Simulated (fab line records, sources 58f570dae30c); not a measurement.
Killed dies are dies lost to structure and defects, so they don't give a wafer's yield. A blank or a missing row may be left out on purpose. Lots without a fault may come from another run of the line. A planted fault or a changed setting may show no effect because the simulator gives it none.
Split-lot experiment | flow berkeley_cmos170 | 5 lots, 23 wafers read, on a route of 331 steps

THE SPLIT
At UCB170_CONTACT_COAT_04 (resist thk 900 nm), the setting spin_rpm was moved away from the recipe's 1500 rpm on 7 of the 23 wafers read, by -7.5% to +6.7%. The other wafers ran this setting at the recipe's value.

The reading is taken at the split's own step.

THE READING
KrF_of_CONTACT_COAT_04.thk_nm (the simulator's own value, which no gauge read), in nm, at UCB170_CONTACT_COAT_04 (resist thk 900 nm). The file gives no usual value for it. The 16 wafers here that ran the recipe average 902.5 nm, standard deviation 2.5 nm.

wafer  | tool, chamber at the split | spin_rpm as run, rpm | against the recipe | KrF_of_CONTACT_COAT_04.thk_nm, nm | against lot-mates on the recipe
L080.1 | litho_track-04, 0          | 1500                 | recipe             | 906.4                             | -
L080.2 | litho_track-04, 0          | 1500                 | recipe             | 900.5                             | -
L080.3 | litho_track-04, 0          | 1500                 | recipe             | 905.9                             | -
L080.5 | litho_track-04, 0          | 1500                 | recipe             | 903.6                             | -
L080.6 | litho_track-04, 0          | 1500                 | recipe             | 904.9                             | -
L078.1 | litho_track-04, 0          | 1500                 | recipe             | 901.7                             | -
L078.2 | litho_track-04, 0          | 1500                 | recipe             | 902.1                             | -
L078.4 | litho_track-04, 0          | 1600                 | +6.7%              | 873.4                             | -28.2
L078.5 | litho_track-04, 0          | 1500                 | recipe             | 901.1                             | -
L078.6 | litho_track-04, 0          | 1600                 | +6.7%              | 872.8                             | -28.8
L077.1 | litho_track-03, 0          | 1500                 | recipe             | 900.1                             | -
L077.3 | litho_track-03, 0          | 1571                 | +4.7%              | 878.9                             | -22.9
L077.4 | litho_track-03, 0          | 1500                 | recipe             | 903.4                             | -
L077.5 | litho_track-03, 0          | 1571                 | +4.7%              | 881.7                             | -20.0
L077.6 | litho_track-03, 0          | 1571                 | +4.7%              | 880.8                             | -21.0
L082.1 | litho_track-04, 0          | 1500                 | recipe             | 899.5                             | -
L082.3 | litho_track-04, 0          | 1500                 | recipe             | 901.7                             | -
L082.4 | litho_track-04, 0          | 1500                 | recipe             | 897.1                             | -
L082.5 | litho_track-04, 0          | 1388                 | -7.5%              | 936.3                             | +36.9
L082.6 | litho_track-04, 0          | 1388                 | -7.5%              | 937.8                             | +38.4
L085.1 | litho_track-01, 0          | 1500                 | recipe             | 903                               | -
L085.3 | litho_track-01, 0          | 1500                 | recipe             | 903.7                             | -
L085.5 | litho_track-01, 0          | 1500                 | recipe             | 906.1                             | -

THE FIT
A straight line over all 23 wafers: KrF_of_CONTACT_COAT_04.thk_nm changes by -4.57 nm for each +1% of spin_rpm; r = -0.99; the points scatter about the line by 2.3 nm.
The same after taking each lot's own level away (the mean of its wafers on the recipe; 23 wafers): -4.68 nm for each +1%; r = -0.99; scatter 1.9 nm.
On that fit, the largest move of spin_rpm shifts the reading by 35 nm.
The lots' own levels span 899.43 to 904.27 nm, that is 1.9 times the standard deviation above.
So the lot-to-lot level changes the slope little: the two slopes agree.
Check: with one of the wafers moved furthest among these (-7.5%) left out of the fit, the line predicts +34.9 nm for it against its lot-mates. It came out at +36.9 nm against them.

OTHER SPLITS ON THESE WAFERS
These wafers also went through other splits before the reading. Each is held against what the fit with the lots' levels taken away leaves over:
other split on the same wafers   | wafers away from the commonest value | r with KrF_of_CONTACT_COAT_04.thk_nm (lot level and that fit taken away)
UCB170_PSD_IMPLANT_08 dose_cm2   | 5                                    | -0.23
UCB170_NSD_COAT_01 resist_thk_nm | 4                                    | +0.11
UCB170_SDANNEAL_RTA_01 time_s    | 10                                   | +0.19

THE WHOLE CHAIN: every reading that the file lists as answering this split, in the file's order
step                    | what it does      | reading                                                                        | change (the file's fit)              | r (the file's)
UCB170_CONTACT_COAT_04  | resist thk 900 nm | KrF_of_CONTACT_COAT_04.thk_nm (the simulator's own value, which no gauge read) | -4.66 nm for each +1% of the setting | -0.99
UCB170_CONTACT_STRIP_06 | strips in O2      | strip_time_to_endpoint_s                                                       | withheld for each +1% of the setting | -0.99

THE FILE'S OWN FIT
KrF_of_CONTACT_COAT_04.thk_nm changes by -4.66 nm for each +1% of spin_rpm, r = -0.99.
